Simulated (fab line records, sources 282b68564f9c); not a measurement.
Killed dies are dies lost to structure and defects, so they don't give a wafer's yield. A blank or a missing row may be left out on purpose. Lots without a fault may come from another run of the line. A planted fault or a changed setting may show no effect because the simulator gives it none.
fab line records | flow rit_cmos
record lots=6 wafers=18 last_day=7
route steps=202 shown SDANNEAL@153 PSD@157 NSD@158 PLDD@159 NLDD@160 SILICIDE@161 CONTACT@168 M1@184
lots that met no fault: from a run of the same line without faults
start_h: hours from the record's first day to the start of the lot's first wafer shown | wait_h: hours since the lot's step before | " the same as in the row above | L1.1+2: a row that stands for several wafers | - no value, or no start given | * or withheld: withheld | < > ~ a bound
route shown NAME@n: a module of which the file shows steps, and the number in the route of the first | usual: mean/standard deviation of fault-free wafers | same: alike in all rows | chamber/n: place in a boat | sites: the reading at each site | _std_site: their standard deviation | _edge_site: outer sites' mean less inner sites' | radius_mm: how far each site lies from the wafer's centre | mask NAME#n: copy n | behind: the tool/chamber that last shaped the wafer | hold: why the lot was held/for how many hours/how that ended | device: the transistor (n, p or np) that didn't switch | end of line: the same wafers' tests at the end of the route | a step without rows: its recipe alone | killed: dies lost to structure and defects at the first sort, not the wafer's yield | map: a wafer's dies, x killed, . not, _ none there
set.NAME: the setting as run; set.NAME@STEP: as run at that earlier step | model.NAME: the simulator's own value behind a step, which no gauge read
lots at some steps of the route; a table a step, a row a wafer
services: from which hour (start_h, from the record's first day; less than 0 if before it) a tool's chamber was out of use, for how many hours, and why
## steps
# step RIT_SDANNEAL_CLEAN_00
# recipe chemistry=SC1 mix=3:3:50 time_s=600 temp_c=75
# step RIT_SDANNEAL_CLEAN_01
# recipe chemistry=dHF dilution=50:1 time_s=30
# step RIT_SDANNEAL_CLEAN_02
# recipe chemistry=SC2 mix=3:3:50 time_s=600 temp_c=75 dry=n2_spin
# step RIT_SDANNEAL_RTA_03
# recipe temp_c=1050 time_s=5 idle_temp_c=600 ramp_up_c_per_s=342 ramp_down_c_per_s=171 cool_to_c=600 ambient=N2
# usual wafer_temp_C_max=1053.5/1.1
# columns lot.wafer tool chamber start_h wait_h wafer_temp_C_max
L362.1 rtp_anneal-02 0 52.05 0.0 1054.7
L362.2 " 0 " " 1052.4
L362.6 " 0 " " 1052.4
L367.2 rtp_anneal-01 0 77.35 0.0 1052.9
L367.3 " 0 " " 1053.7
L367.6 " 0 " " 1053.9
L375.3 rtp_anneal-01 0 118.70 0.0 1054.8
L375.4 " 0 " " 1052.0
L375.6 " 0 " " 1053.9
L377.1 rtp_anneal-01 0 125.44 0.0 1054.8
L377.3 " 0 " " 1053.2
L377.6 " 0 " " 1053.9
L380.3 rtp_anneal-02 0 147.86 0.0 1054.0
L380.5 " 0 " " 1053.9
L380.6 " 0 " " 1052.8
L384.2 rtp_anneal-02 0 165.99 0.0 1054.5
L384.4 " 0 " " 1053.6
L384.6 " 0 " " 1052.1
# step RIT_SDANNEAL_RS_MEAS_04
# recipe thk_meas_gauge=four-point-probe
# usual PSD_RS=114.9/0.3
# columns lot.wafer tool chamber start_h wait_h PSD_RS[ohm/sq]
L362.1 film_metro-01 - 52.11 0.0 115.1
L362.2 " - " " 115.1
L362.6 " - " " 115.0
L367.2 film_metro-01 - 77.42 0.1 115.0
L367.3 " - " " 115.0
L367.6 " - " " 115.3
L375.3 film_metro-01 - 118.78 0.1 115.0
L375.4 " - " " 115.1
L375.6 " - " " 115.2
L377.1 film_metro-02 - 125.50 0.0 114.6
L377.3 " - " " 114.5
L377.6 " - " " 114.1
L380.3 film_metro-01 - 147.94 0.1 114.7
L380.5 " - " " 114.3
L380.6 " - " " 114.1
L384.2 film_metro-02 - 166.06 0.1 115.0
L384.4 " - " " 115.2
L384.6 " - " " 114.7
# step RIT_SDANNEAL_RS_MEAS_05
# recipe thk_meas_gauge=four-point-probe
# usual NSD_RS=84.41/0.28
# columns lot.wafer tool chamber start_h wait_h NSD_RS[ohm/sq]
L362.1 film_metro-01 - 52.23 0.1 84.46
L362.2 " - " " 84.23
L362.6 " - " " 84.41
L367.2 film_metro-01 - 77.54 0.1 84.62
L367.3 " - " " 84.67
L367.6 " - " " 84.71
L375.3 film_metro-01 - 118.90 0.1 84.49
L375.4 " - " " 84.47
L375.6 " - " " 84.40
L377.1 film_metro-02 - 125.62 0.1 84.32
L377.3 " - " " 84.18
L377.6 " - " " 84.27
L380.3 film_metro-01 - 148.06 0.1 84.73
L380.5 " - " " 84.71
L380.6 " - " " 84.99
L384.2 film_metro-02 - 166.18 0.1 84.65
L384.4 " - " " 84.83
L384.6 " - " " 84.72
# step RIT_SDANNEAL_RS_MEAS_06
# recipe thk_meas_gauge=four-point-probe
# usual PLDD_RS=178.8/0.48
# columns lot.wafer tool chamber start_h wait_h PLDD_RS[ohm/sq]
L362.1 film_metro-01 - 52.35 0.1 179.8
L362.2 " - " " 179.8
L362.6 " - " " 179.7
L367.2 film_metro-01 - 77.66 0.1 178.4
L367.3 " - " " 178.6
L367.6 " - " " 179.3
L375.3 film_metro-01 - 119.02 0.1 179.2
L375.4 " - " " 178.9
L375.6 " - " " 179.0
L377.1 film_metro-02 - 125.74 0.1 178.6
L377.3 " - " " 178.7
L377.6 " - " " 178.3
L380.3 film_metro-01 - 148.18 0.1 179.9
L380.5 " - " " 179.3
L380.6 " - " " 179.6
L384.2 film_metro-02 - 166.30 0.1 179.1
L384.4 " - " " 179.2
L384.6 " - " " 178.7
# step RIT_SDANNEAL_RS_MEAS_07
# recipe thk_meas_gauge=four-point-probe
# usual NLDD_RS=153.8/0.55
# columns lot.wafer tool chamber start_h wait_h NLDD_RS[ohm/sq]
L362.1 film_metro-01 - 52.47 0.1 153.6
L362.2 " - " " 154.1
L362.6 " - " " 154.0
L367.2 film_metro-01 - 77.78 0.1 154.3
L367.3 " - " " 153.8
L367.6 " - " " 153.8
L375.3 film_metro-01 - 119.14 0.1 154.3
L375.4 " - " " 154.5
L375.6 " - " " 153.8
L377.1 film_metro-02 - 125.86 0.1 152.7
L377.3 " - " " 152.7
L377.6 " - " " 153.3
L380.3 film_metro-01 - 148.30 0.1 153.9
L380.5 " - " " 154.1
L380.6 " - " " 154.4
L384.2 film_metro-02 - 166.42 0.1 153.6
L384.4 " - " " 153.4
L384.6 " - " " 153.7
# step RIT_SILICIDE_WET_ETCH_00
# recipe chemistry=BOE target=SiO2 target_depth_nm=14 time_s=15 dry=n2_spin dilution=10:1 temp_c=21.5
# step RIT_SILICIDE_SPUTTER_01
# recipe material=Ti target_thk_nm=30 power_w=350 chamber_pressure_pa=0.667 gas=Ar time_s=246.4 substrate_temp_c=25
# step RIT_SILICIDE_RS_MEAS_02
# recipe thk_meas_gauge=four-point-probe reads=Ti_of_SILICIDE_SPUTTER_01
# usual SILICIDE_TI_RS=46.1/0.42
# columns lot.wafer tool chamber start_h wait_h SILICIDE_TI_RS[ohm/sq]
L362.1 film_metro-03 - 52.75 0.1 46.1
L362.2 " - " " 45.4
L362.6 " - " " 46.0
L367.2 film_metro-03 - 78.06 0.1 46.5
L367.3 " - " " 45.8
L367.6 " - " " 46.1
L375.3 film_metro-01 - 119.42 0.1 46.0
L375.4 " - " " 45.7
L375.6 " - " " 44.9
L377.1 film_metro-01 - 126.14 0.1 46.1
L377.3 " - " " 46.2
L377.6 " - " " 46.4
L380.3 film_metro-03 - 148.58 0.1 45.3
L380.5 " - " " 45.1
L380.6 " - " " 45.8
L384.2 film_metro-01 - 166.70 0.1 47.2
L384.4 " - " " 46.7
L384.6 " - " " 46.4
# step RIT_SILICIDE_THK_MEAS_03
# recipe thk_meas_gauge=xrf reads=Ti_of_SILICIDE_SPUTTER_01
# usual SILICIDE_TI_THK=31.19/0.26
# columns lot.wafer tool chamber start_h wait_h SILICIDE_TI_THK[nm]
L362.1 film_metro-03 - 52.87 0.1 31.61
L362.2 " - " " 31.65
L362.6 " - " " 31.47
L367.2 film_metro-03 - 78.17 0.1 31.23
L367.3 " - " " 31.53
L367.6 " - " " 31.39
L375.3 film_metro-01 - 119.52 0.1 31.11
L375.4 " - " " 31.30
L375.6 " - " " 31.55
L377.1 film_metro-01 - 126.26 0.1 30.92
L377.3 " - " " 30.86
L377.6 " - " " 30.66
L380.3 film_metro-03 - 148.68 0.1 31.63
L380.5 " - " " 31.63
L380.6 " - " " 31.39
L384.2 film_metro-01 - 166.81 0.1 30.58
L384.4 " - " " 30.93
L384.6 " - " " 30.99
# step RIT_SILICIDE_RTA_04
# recipe temp_c=650 time_s=10 idle_temp_c=25 ramp_up_s=5 ramp_down_s=5 cool_to_c=25 ambient=N2
# usual wafer_temp_C_max=654.4/1.3
# columns lot.wafer tool chamber start_h wait_h wafer_temp_C_max
L362.1 rtp_anneal-01 0 52.93 0.1 655.0
L362.2 " 0 " " 654.7
L362.6 " 0 " " 654.1
L367.2 rtp_anneal-02 0 78.23 0.1 653.7
L367.3 " 0 " " 653.2
L367.6 " 0 " " 653.0
L375.3 rtp_anneal-02 0 119.58 0.1 653.5
L375.4 " 0 " " 653.1
L375.6 " 0 " " 653.3
L377.1 rtp_anneal-02 0 126.32 0.1 653.3
L377.3 " 0 " " 655.1
L377.6 " 0 " " 653.5
L380.3 rtp_anneal-01 0 148.74 0.1 654.9
L380.5 " 0 " " 655.8
L380.6 " 0 " " 654.9
L384.2 rtp_anneal-01 0 166.87 0.1 654.5
L384.4 " 0 " " 656.3
L384.6 " 0 " " 655.2
# step RIT_SILICIDE_WET_ETCH_05
# recipe chemistry=SPM target=Ti temp_c=90 time_s=120 dry=n2_spin
# step RIT_SILICIDE_RTA_06
# recipe temp_c=750 time_s=10 idle_temp_c=25 ramp_up_s=5 ramp_down_s=10 cool_to_c=25 ambient=N2
# usual wafer_temp_C_max=755.1/1.4
# columns lot.wafer tool chamber start_h wait_h wafer_temp_C_max
L362.1 rtp_anneal-02 0 53.04 0.0 754.4
L362.2 " 0 " " 754.8
L362.6 " 0 " " 753.9
L367.2 rtp_anneal-01 0 78.34 0.0 755.8
L367.3 " 0 " " 755.7
L367.6 " 0 " " 757.7
L375.3 rtp_anneal-01 0 119.69 0.0 759.0
L375.4 " 0 " " 756.4
L375.6 " 0 " " 754.8
L377.1 rtp_anneal-01 0 126.43 0.0 756.6
L377.3 " 0 " " 754.9
L377.6 " 0 " " 755.6
L380.3 rtp_anneal-02 0 148.88 0.0 755.0
L380.5 " 0 " " 754.3
L380.6 " 0 " " 753.7
L384.2 rtp_anneal-02 0 166.99 0.0 754.1
L384.4 " 0 " " 754.7
L384.6 " 0 " " 753.9
# step RIT_CONTACT_CVD_00
# recipe material=SiO2 target_thk_nm=400 precursor=TEOS temp_c=390 time_s=61 rf_w=400
# usual heater_power_w=350/45 susceptor_temp_C=390.01/0.19
# columns lot.wafer tool chamber start_h wait_h heater_power_w susceptor_temp_C
L362.1 pecvd-02 0 53.11 0.1 383 390.13
L362.2 " 2 " " 401 390.46
L362.6 " 2 " " 402 390.21
L367.2 pecvd-02 1 78.40 0.0 401 390.08
L367.3 " 2 " " 353 390.01
L367.6 " 2 " " 366 389.83
L375.3 pecvd-01 1 119.73 0.0 319 390.05
L375.4 " 0 " " 362 389.89
L375.6 " 1 " " 330 389.78
L377.1 pecvd-02 1 126.50 0.1 397 389.73
L377.3 " 0 " " 340 390.07
L377.6 " 0 " " 358 390.03
L380.3 pecvd-02 1 148.96 0.1 401 389.95
L380.5 " 2 " " 305 389.90
L380.6 " 1 " " 409 389.80
L384.2 pecvd-01 1 167.04 0.0 310 389.81
L384.4 " 2 " " 320 390.01
L384.6 " 1 " " 317 389.86
# step RIT_CONTACT_THK_MEAS_01
# recipe reads=SiO2_of_CONTACT_CVD_00
# usual CONTACT_TEOS_THK=401/5
# columns lot.wafer tool chamber start_h wait_h CONTACT_TEOS_THK[nm]
L362.1 film_metro-04 - 53.16 0.0 397
L362.2 " - " " 394
L362.6 " - " " 400
L367.2 film_metro-02 - 78.46 0.0 390
L367.3 " - " " 398
L367.6 " - " " 399
L375.3 film_metro-03 - 119.80 0.0 401
L375.4 " - " " 403
L375.6 " - " " 403
L377.1 film_metro-03 - 126.55 0.0 398
L377.3 " - " " 402
L377.6 " - " " 407
L380.3 film_metro-04 - 149.03 0.0 396
L380.5 " - " " 401
L380.6 " - " " 397
L384.2 film_metro-03 - 167.10 0.0 388
L384.4 " - " " 405
L384.6 " - " " 400
# step RIT_CONTACT_HMDS_02
# recipe prime_time_s=60 prime_temp_c=140
# step RIT_CONTACT_COAT_03
# recipe resist=NOVOLAK spin_rpm=3250 resist_thk_nm=1000
# step RIT_CONTACT_SOFTBAKE_04
# recipe resist=NOVOLAK temp_c=90 time_s=60
# step RIT_CONTACT_EXPOSE_05
# recipe mask_id=M11 na=0.6 source_shape=conventional sigma_outer=0.5 target_cd_nm=1000 dose_mj=250
# step RIT_CONTACT_PEB_06
# recipe resist=NOVOLAK temp_c=withheld time_s=withheld
# step RIT_CONTACT_DEVELOP_07
# recipe resist=NOVOLAK develop_time_s=120 dev_temp_c=23
# step RIT_CONTACT_CD_MEAS_08
# recipe target_cd_nm=1000
# usual cd_nm=999.2/2.2
# columns lot.wafer tool chamber start_h wait_h cd_nm
L362.1 cd_sem-02 - 54.19 - 1004.8
L362.2 " - " " 1005.9
L362.6 " - " " 1005.2
L367.2 cd_sem-01 - 79.49 - 1001.9
L367.3 " - " " 1001.9
L367.6 " - " " 1000.5
L375.3 cd_sem-01 - 120.92 - 998.6
L375.4 " - " " 996.5
L375.6 " - " " 996.7
L377.1 cd_sem-02 - 127.70 - 998.0
L377.3 " - " " 998.2
L377.6 " - " " 998.5
L380.3 cd_sem-02 - 150.32 - 998.4
L380.5 " - " " 995.9
L380.6 " - " " 997.0
L384.2 cd_sem-02 - 168.14 - 995.4
L384.4 " - " " 995.2
L384.6 " - " " 997.2
# step RIT_CONTACT_OVL_MEAS_09
# usual CONTACT_OVL=0.3/1.2
# columns lot.wafer tool chamber start_h wait_h CONTACT_OVL[nm]
L362.1 overlay-02 - 54.31 0.1 2.0
L362.2 " - " " 1.0
L362.6 " - " " 1.4
L367.2 overlay-01 - 79.60 0.1 0.7
L367.3 " - " " -1.6
L367.6 " - " " -0.1
L375.3 overlay-02 - 121.01 0.1 -0.2
L375.4 " - " " 0.5
L375.6 " - " " 1.0
L377.1 overlay-02 - 127.82 0.1 2.9
L377.3 " - " " 2.2
L377.6 " - " " 1.2
L380.3 overlay-02 - 150.41 0.1 1.5
L380.5 " - " " 1.3
L380.6 " - " " 1.3
L384.2 overlay-02 - 168.25 0.1 0.4
L384.4 " - " " 0.8
L384.6 " - " " 0.8
# step RIT_CONTACT_HARDBAKE_10
# recipe resist=NOVOLAK temp_c=140 time_s=60
# step RIT_CONTACT_ETCH_11
# recipe target_depth_a=4800 over_etch_frac=0.2 stop_on=TiSi2 chemistry=CHF3/CF4/Ar target=SiO2 CHF3_flow_sccm=50 cf4_flow_sccm=10 Ar_flow_sccm=100 O2_flow_sccm=5 pressure_mtorr=100 rf_w=200 time_s=320
# usual chamber_pressure_mTorr=100.00/0.086 drypump_motor_current_A=5.6/0.52 oes_product_au=0.984/0.015 throttle_valve_pct=8.85/0.11
# columns lot.wafer tool chamber start_h wait_h chamber_pressure_mTorr drypump_motor_current_A oes_product_au rf_hours_counter_h throttle_valve_pct
L362.1 rie_diel-01 0 54.49 0.1 100.03 4.9 0.978 31 8.92
L362.2 " 1 " " 99.98 6.3 1.010 156 8.67
L362.6 " 1 " " 100.02 6.3 1.013 - 8.67
L367.2 rie_diel-01 2 79.78 0.1 100.05 5.2 0.989 140 8.90
L367.3 " 1 " " 100.05 6.3 1.017 156 8.69
L367.6 " 2 " " 99.82 5.2 0.984 - 8.88
L375.3 rie_diel-03 3 121.18 0.1 100.05 5.4 0.977 146 8.88
L375.4 " 3 " " 99.98 5.4 0.987 - 8.86
L375.6 " 0 " " 100.02 5.6 0.988 - 9.00
L377.1 rie_diel-03 0 128.00 0.1 99.91 5.6 0.990 101 9.00
L377.3 " 3 " " 100.07 5.4 0.986 146 8.88
L377.6 " 0 " " 100.12 5.6 0.992 - 8.98
L380.3 rie_diel-03 0 150.58 0.1 100.09 5.6 0.986 102 9.00
L380.5 " 0 " " 99.89 5.6 0.990 - 8.97
L380.6 " 3 " " 100.01 5.4 0.981 - 8.87
L384.2 rie_diel-01 3 168.43 0.1 100.03 6.3 0.973 7 8.69
L384.4 " 2 " " 100.14 5.2 0.988 142 8.88
L384.6 " 1 " " 100.01 6.3 0.975 - 8.66
# step RIT_CONTACT_STRIP_12
# recipe chemistry=O2 time_s=180 resist=NOVOLAK platen_temp_c=withheld power_w=500 pressure_mtorr=4000 o2_flow_sccm=4000
# step RIT_CONTACT_CD_MEAS_90
# recipe target_cd_nm=1000
# usual cd_nm=999.2/2.2
# columns lot.wafer tool chamber start_h wait_h cd_nm
L362.1 cd_sem-01 - 54.86 0.1 1004.6
L362.2 " - " " 1005.5
L362.6 " - " " 1005.2
L367.2 cd_sem-01 - 80.17 0.1 1002.1
L367.3 " - " " 1002.1
L367.6 " - " " 1000.5
L375.3 cd_sem-01 - 121.59 0.1 999.3
L375.4 " - " " 997.0
L375.6 " - " " 996.9
L377.1 cd_sem-01 - 128.37 0.1 998.1
L377.3 " - " " 998.3
L377.6 " - " " 998.4
L380.3 cd_sem-02 - 150.99 0.1 998.4
L380.5 " - " " 995.9
L380.6 " - " " 996.5
L384.2 cd_sem-01 - 168.81 0.1 995.8
L384.4 " - " " 994.9
L384.6 " - " " 997.1
# step RIT_CONTACT_CLEAN_13
# recipe chemistry=SC1 mix=3:3:50 time_s=600 temp_c=75
# step RIT_CONTACT_CLEAN_14
# recipe chemistry=SC2 mix=3:3:50 time_s=600 temp_c=75 dry=n2_spin
# step RIT_M1_SPUTTER_00
# recipe material=Al target_thk_nm=400 power_w=2000 chamber_pressure_pa=0.4 gas=Ar time_s=522.8 substrate_temp_c=25
# usual throttle_valve_pct=29.7/1.1
# columns lot.wafer tool chamber start_h wait_h throttle_valve_pct
L362.1 pvd_sputter-03 - 55.33 0.0 28.9
L362.2 " - " " 29.9
L362.6 " - " " 29.8
L367.2 pvd_sputter-02 - 80.62 0.0 29.1
L367.3 " - " " 28.6
L367.6 " - " " 28.8
L375.3 pvd_sputter-03 - 122.04 0.0 29.0
L375.4 " - " " 31.1
L375.6 " - " " 29.8
L377.1 pvd_sputter-01 - 128.86 0.0 29.4
L377.3 " - " " 28.5
L377.6 " - " " 28.6
L380.3 pvd_sputter-03 - 151.42 0.0 31.0
L380.5 " - " " 28.7
L380.6 " - " " 30.8
L384.2 pvd_sputter-02 - 169.26 0.0 29.2
L384.4 " - " " 31.1
L384.6 " - " " 29.3
# step RIT_M1_RS_MEAS_01
# recipe thk_meas_gauge=four-point-probe reads=Al_of_M1_SPUTTER_00
# usual M1_AL_RS=0.0698/0.00049
# columns lot.wafer tool chamber start_h wait_h M1_AL_RS[ohm/sq]
L362.1 film_metro-02 - 55.63 0.1 0.0693
L362.2 " - " " 0.0696
L362.6 " - " " 0.0694
L367.2 film_metro-01 - 80.93 0.2 0.0706
L367.3 " - " " 0.0704
L367.6 " - " " 0.0700
L375.3 film_metro-02 - 122.37 0.2 0.0698
L375.4 " - " " 0.0694
L375.6 " - " " 0.0698
L377.1 film_metro-01 - 129.15 0.1 0.0703
L377.3 " - " " 0.0701
L377.6 " - " " 0.0697
L380.3 film_metro-04 - 151.76 0.2 0.0697
L380.5 " - " " 0.0698
L380.6 " - " " 0.0698
L384.2 film_metro-04 - 169.58 0.2 0.0698
L384.4 " - " " 0.0698
L384.6 " - " " 0.0696
# step RIT_M1_THK_MEAS_02
# recipe thk_meas_gauge=xrf reads=Al_of_M1_SPUTTER_00
# usual M1_AL_THK=412/3.6
# columns lot.wafer tool chamber start_h wait_h M1_AL_THK[nm]
L362.1 film_metro-02 - 55.75 0.1 419
L362.2 " - " " 413
L362.6 " - " " 418
L367.2 film_metro-01 - 81.04 0.1 408
L367.3 " - " " 410
L367.6 " - " " 412
L375.3 film_metro-02 - 122.47 0.1 415
L375.4 " - " " 420
L375.6 " - " " 416
L377.1 film_metro-01 - 129.27 0.1 409
L377.3 " - " " 410
L377.6 " - " " 411
L380.3 film_metro-04 - 151.86 0.1 413
L380.5 " - " " 413
L380.6 " - " " 413
L384.2 film_metro-04 - 169.69 0.1 409
L384.4 " - " " 412
L384.6 " - " " 410
# step RIT_M1_HMDS_03
# recipe prime_time_s=60 prime_temp_c=140
# step RIT_M1_COAT_04
# recipe resist=NOVOLAK spin_rpm=2000 resist_thk_nm=1300
# step RIT_M1_SOFTBAKE_05
# recipe resist=NOVOLAK temp_c=90 time_s=60
# step RIT_M1_EXPOSE_06
# recipe mask_id=M12 na=0.6 source_shape=conventional sigma_outer=0.5 target_cd_nm=2600 dose_mj=250
# step RIT_M1_PEB_07
# recipe resist=NOVOLAK temp_c=withheld time_s=withheld
# step RIT_M1_DEVELOP_08
# recipe resist=NOVOLAK develop_time_s=68 dev_temp_c=23
# step RIT_M1_CD_MEAS_09
# recipe target_cd_nm=2600
# usual cd_nm=2599.8/2.1
# columns lot.wafer tool chamber start_h wait_h cd_nm
L362.1 cd_sem-02 - 56.81 - 2602.8
L362.2 " - " " 2600.2
L362.6 " - " " 2599.8
L367.2 cd_sem-02 - 81.99 - 2602.3
L367.3 " - " " 2603.2
L367.6 " - " " 2601.0
L375.3 cd_sem-01 - 123.80 - 2600.6
L375.4 " - " " 2597.4
L375.6 " - " " 2598.1
L377.1 cd_sem-02 - 130.34 - 2597.7
L377.3 " - " " 2601.0
L377.6 " - " " 2601.2
L380.3 cd_sem-02 - 152.94 - 2600.4
L380.5 " - " " 2600.6
L380.6 " - " " 2601.6
L384.2 cd_sem-01 - 170.64 - 2599.7
L384.4 " - " " 2600.0
L384.6 " - " " 2597.7
# step RIT_M1_OVL_MEAS_10
# usual M1_OVL=0.6/1.3
# columns lot.wafer tool chamber start_h wait_h M1_OVL[nm]
L362.1 overlay-01 - 56.93 0.1 1.3
L362.2 " - " " -1.1
L362.6 " - " " 0.4
L367.2 overlay-01 - 82.10 0.1 1.5
L367.3 " - " " 1.5
L367.6 " - " " 1.1
L375.3 overlay-02 - 123.89 0.1 1.7
L375.4 " - " " 2.1
L375.6 " - " " 0.3
L377.1 overlay-02 - 130.46 0.1 1.1
L377.3 " - " " 1.0
L377.6 " - " " 1.8
L380.3 overlay-02 - 153.03 0.1 1.2
L380.5 " - " " 2.5
L380.6 " - " " -0.1
L384.2 overlay-01 - 170.75 0.1 -0.5
L384.4 " - " " -0.5
L384.6 " - " " -1.9
# step RIT_M1_PROBE_99
# usual killed_at_M0_to_M3=0.0/0.083 killed_at_front_end=7/3.4 killed_dies=7/3.4 killed_open=3.6/2.1 killed_short=3.5/2.1
# same gross_dies=264 killed_at_M4_up=0 killed_at_back_side=0 killed_at_contacts=0 killed_at_other=0
# columns lot.wafer tool chamber start_h wait_h killed_at_M0_to_M3 killed_at_front_end killed_dies killed_open killed_short model.etest.contact_pplus.end_ohm_um model.etest.contact_nplus.end_ohm_um model.etest.npoly_line.rs_ohm_sq_rim_less_centre model.etest.npoly_line.rs_ohm_sq_range model.etest.npoly_line.rs_ohm_sq model.etest.ppoly_line.rs_ohm_sq model.etest.nplus_sal.rs_ohm_sq_rim_less_centre model.etest.nplus_sal.rs_ohm_sq_range
L362.1 prober-01 - 59.47 0.1 0 7 7 5 2 43.37 42.99 0.102 0.5287 16.69 16.25 -0.04313 0.0527
L362.2 prober-01 - 59.52 0.1 0 5 5 3 2 43.99 42.13 -0.0222 0.4502 16.59 16.19 -0.04524 0.08283
L362.6 prober-01 - 59.72 0.2 0 3 3 0 3 44.35 43.35 0.09656 0.4767 16.53 16.25 -0.005162 0.0771
L367.2 prober-02 - 84.68 0.1 0 4 4 3 1 45.89 42.55 0.05265 0.3517 16.82 16.24 0.02197 0.07985
L367.3 prober-02 - 84.73 0.2 0 4 4 2 2 44.83 43.32 -0.1662 0.341 16.52 16.04 0.07724 0.09026
L367.6 prober-02 - 84.88 0.2 0 3 3 1 2 45.54 43.18 0.0132 0.2371 16.63 16.34 0.01789 0.05597
L375.3 prober-02 - 126.54 0.2 0 11 11 7 4 49.13 44.94 -1.788 1.921 15.56 15.3 -0.434 0.4512
L375.4 prober-02 - 126.59 0.2 0 4 4 2 2 49.77 46 -1.646 1.807 15.66 15.28 -0.4728 0.5151
L375.6 prober-02 - 126.69 0.2 0 11 11 6 5 50.02 47.13 -1.917 1.997 15.49 15.12 -0.4351 0.4594
L377.1 prober-02 - 133.00 0.1 0 5 5 1 4 48.44 47.23 -1.815 1.918 15.69 15.28 -0.3706 0.3883
L377.3 prober-02 - 133.10 0.2 0 8 8 2 6 48.28 46.21 -1.835 1.892 15.73 15.19 -0.3464 0.3654
L377.6 prober-02 - 133.25 0.2 1 4 5 2 3 47.34 46.79 -1.526 1.738 15.78 15.39 -0.3705 0.3999
L380.3 prober-01 - 155.66 0.2 0 5 5 2 3 42.8 46.47 -0.1929 0.2975 16.39 16.1 -0.09193 0.1225
L380.5 prober-01 - 155.76 0.2 0 9 9 4 5 42.66 45.66 0.02988 0.4111 16.54 16.11 -0.0678 0.1057
L380.6 prober-01 - 155.81 0.2 0 1 1 1 0 41.44 45.75 -0.1767 0.376 16.68 16.29 -0.06674 0.1227
L384.2 prober-02 - 173.33 0.1 0 5 5 2 3 45.25 41.78 0.08236 0.5038 16.84 16.39 -0.05059 0.08882
L384.4 prober-02 - 173.43 0.2 0 10 10 3 7 43.67 42.33 -0.1404 0.3232 16.74 16.24 -0.03162 0.0554
L384.6 prober-02 - 173.53 0.2 0 8 8 3 5 45.63 42.1 0.2526 0.4298 16.64 16.15 -0.03028 0.08475
# killed by level:class
L362.1 SPACER:geometric_particle:open=3 SPACER:geometric_particle:short=2 GATE:geometric_particle:open=1 SILICIDE:geometric_particle:open=1
L362.2 GATE:geometric_particle:open=2 GATE:geometric_particle:short=1 REOX:geometric_particle:short=1 SPACER:geometric_particle:open=1
L362.6 GATE:geometric_particle:short=1 SPACER:geometric_particle:short=1 SILICIDE:geometric_particle:short=1
L367.2 FOX1:geometric_particle:open=2 FOX1:geometric_particle:short=1 GATE:geometric_particle:open=1
L367.3 FOX1:geometric_particle:short=1 GATE:geometric_particle:short=1 GATE:geometric_particle:open=1 SILICIDE:geometric_particle:open=1
L367.6 FOX1:geometric_particle:short=1 GATE:geometric_particle:open=1 SPACER:geometric_particle:short=1
L375.3 GATE:geometric_particle:open=5 FOX1:geometric_particle:short=2 FOX2:geometric_particle:short=2 FOX1:geometric_particle:open=1 REOX:geometric_particle:open=1
L375.4 GATE:geometric_particle:open=1 GATE:geometric_particle:short=1 REOX:geometric_particle:short=1 REOX:geometric_particle:open=1
L375.6 GATE:geometric_particle:open=5 FOX1:geometric_particle:short=3 GATE:geometric_particle:short=1 SILICIDE:geometric_particle:open=1 SILICIDE:geometric_particle:short=1
L377.1 GATE:geometric_particle:short=2 FOX2:geometric_particle:short=1 REOX:geometric_particle:open=1 SPACER:geometric_particle:short=1
L377.3 GATE:geometric_particle:short=3 FOX1:geometric_particle:short=2 SPACER:geometric_particle:open=1 SILICIDE:geometric_particle:open=1 SILICIDE:geometric_particle:short=1
L377.6 FOX1:geometric_particle:short=1 FOX2:geometric_particle:short=1 GATE:geometric_particle:open=1 SILICIDE:geometric_particle:short=1 M1:geometric_particle:open=1
L380.3 FOX2:geometric_particle:short=2 FOX1:geometric_particle:open=1 GATE:geometric_particle:short=1 SILICIDE:geometric_particle:open=1
L380.5 SPACER:geometric_particle:open=2 SPACER:geometric_particle:short=2 SILICIDE:geometric_particle:short=2 FOX2:geometric_particle:open=1 GATE:geometric_particle:open=1 GATE:geometric_particle:short=1
L380.6 SPACER:geometric_particle:open=1
L384.2 FOX1:geometric_particle:short=1 FOX2:geometric_particle:open=1 GATE:geometric_particle:short=1 GATE:geometric_particle:open=1 SPACER:geometric_particle:short=1
L384.4 GATE:geometric_particle:short=3 FOX1:geometric_particle:short=2 REOX:geometric_particle:short=2 FOX1:geometric_particle:open=1 GATE:geometric_particle:open=1 SPACER:geometric_particle:open=1
L384.6 FOX2:geometric_particle:short=2 GATE:geometric_particle:short=2 REOX:geometric_particle:open=2 FOX1:geometric_particle:open=1 SPACER:geometric_particle:short=1
## services
# columns tool chamber start_h hours kind
pecvd-02 - 35.07 2.8 pm
pvd_sputter-02 - 45.71 3.5 repair
pecvd-01 - 73.15 28.1 pm
pecvd-02 1 92.42 2.0 repair
rie_diel-03 1 93.32 - clean
rie_diel-03 1 93.32 31.0 scheduled_down
rie_diel-03 1 93.32 31.0 vent_cycle
rie_diel-03 - 94.12 0.2 repair
pvd_sputter-01 - 102.35 0.6 repair
rie_diel-01 1 127.12 10.1 repair
pvd_sputter-03 - 128.60 1.5 repair
rie_diel-03 3 129.62 4.2 repair
rie_diel-01 1 137.20 - clean
rie_diel-01 1 137.20 23.5 scheduled_down
rie_diel-01 1 137.20 23.5 vent_cycle
pecvd-02 1 149.16 21.3 repair
pvd_sputter-01 - 163.03 2.4 repair
rie_diel-03 3 166.24 - clean
## key
first_sign none at tools or gauges
model_effect step=RIT_M1_PROBE_99 value=etest.contact_pplus.end_ohm_um without=44.71 struck=48.83
met_at RIT_SILICIDE_RTA_04
struck_wafers L375.3,L375.4,L375.6,L377.1,L377.3,L377.6
tester_left_out L375,L377
onset_between 78.23 119.58
also_fits RIT_SDANNEAL_RTA_03:rtp_anneal-01,RIT_SILICIDE_RTA_06:rtp_anneal-01
fault kind=process_parameter_drift tool=rtp_anneal-02 chamber=- onset_h=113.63 steps=RIT_SILICIDE_RTA_04 channel=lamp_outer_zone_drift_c offset=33 shape=step end_h=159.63
# tester_left_out: of these lots the tester's yield and bins aren't shown, on N5 and GAA mostly nor the transistor test; their killed dies are dies lost to structure and defects alone, not to doping, threshold or leakage, so they don't give the yield
